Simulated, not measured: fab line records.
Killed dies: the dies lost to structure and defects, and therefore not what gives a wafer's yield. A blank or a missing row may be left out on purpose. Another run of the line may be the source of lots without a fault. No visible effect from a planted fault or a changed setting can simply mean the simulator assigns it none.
The tool behind it: which one? + flow rit cmos + 14 lots, 42 wafers sampled, at 1 step of a route of 202

WHAT THE GAUGES SHOWED, per wafer
The record holds no reading of a measuring or inspecting step that can be judged against a usual standard deviation.

EACH LOT AND THE TOOL THAT RAN IT (in order: tool; ch and the chambers of the sampled wafers; start)
| lot  | RIT_PSD_SOFTBAKE_02              |
|------|----------------------------------|
| L491 | litho track-04 ch 0, day 3 05:59 |
| L493 | litho track-03 ch 0, day 3 17:02 |
| L494 | litho track-03 ch 0, day 3 19:13 |
| L495 | litho track-03 ch 0, day 4 01:14 |
| L496 | litho track-03 ch 0, day 4 05:36 |
| L497 | litho track-04 ch 0, day 4 10:02 |
| L499 | litho track-03 ch 0, day 4 22:57 |
| L500 | litho track-03 ch 0, day 5 02:07 |
| L504 | litho track-01 ch 0, day 5 22:35 |
| L507 | litho track-04 ch 0, day 6 10:07 |
| L508 | litho track-01 ch 0, day 6 17:40 |
| L510 | litho track-01 ch 0, day 7 03:49 |
| L512 | litho track-04 ch 0, day 7 11:53 |
| L514 | litho track-01 ch 0, day 7 23:38 |
- RIT_PSD_SOFTBAKE_02: time 60 s.

WHAT THE TOOLS THEMSELVES READ (means of the sampled wafers that have a number; where no wafer has one, the mark that the record gives instead)
RIT_PSD_SOFTBAKE_02. Usual: heater power total W 34.56 W, standard deviation 0.045; run length s 89.37 s, standard deviation 0.24.
| lot  | tool           | heater power total W (W) | run length s (s) | flag |
|------|----------------|--------------------------|------------------|------|
| L491 | litho track-04 | 34.58                    | 89.12            |      |
| L493 | litho track-03 | 34.51                    | 89.26            |      |
| L494 | litho track-03 | 34.58                    | 89.25            |      |
| L495 | litho track-03 | 34.57                    | 89.13            |      |
| L496 | litho track-03 | 34.58                    | 89.25            |      |
| L497 | litho track-04 | 34.55                    | 89.26            |      |
| L499 | litho track-03 | 35.21                    | 85.65            | OFF  |
| L500 | litho track-03 | 35.23                    | 85.63            | OFF  |
| L504 | litho track-01 | 34.53                    | 89.63            |      |
| L507 | litho track-04 | 34.55                    | 89.22            |      |
| L508 | litho track-01 | 34.55                    | 89.62            |      |
| L510 | litho track-01 | 34.55                    | 89.58            |      |
| L512 | litho track-04 | 34.55                    | 89.26            |      |
| L514 | litho track-01 | 34.59                    | 89.58            |      |

THE ANSWER, worked out from the rows above alone
Rule: a lot counts as off when the mean over its wafers that have a number is more than 3 standard deviations away from the usual mean. A lot without any number at a reading at which 4 lots or more have one is off too. Where the step has rows for the other lots, those lots are counted as sound. Order of review: gauges by route order, followed by the tools' own readings, for which a lot's mean as printed above is used. At the first step where some lot is off, the reading lying furthest off is the one used; lots without a number count as furthest.
Off, at RIT_PSD_SOFTBAKE_02 on run length s: L499, L500.
A tool fits if, at that step or a process step before it, it ran every lot that is off, and no sound lot after the first of them. One fits: RIT_PSD_SOFTBAKE_02 on litho track-03. A fault onset in the window from L496 (day 4 05:36, its last sound lot) to L499 (day 4 22:57, its first lot off) fits.
The tool's own readings at RIT_PSD_SOFTBAKE_02 bear it out: on the lots that are off they differ by more than 5 times the standard deviation of the sound lots' means. heater power total W reads 35.22 W there against 34.56 W on the sound lots; run length s reads 85.64 s there against 89.35 s on the sound lots.

WHAT HAD BEEN PUT IN BY THE SIMULATOR
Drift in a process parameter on litho track-03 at RIT_PSD_SOFTBAKE_02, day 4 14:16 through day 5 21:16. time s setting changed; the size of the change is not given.
Struck lots among those shown: L499, L500. The rule given above showed the same thing.
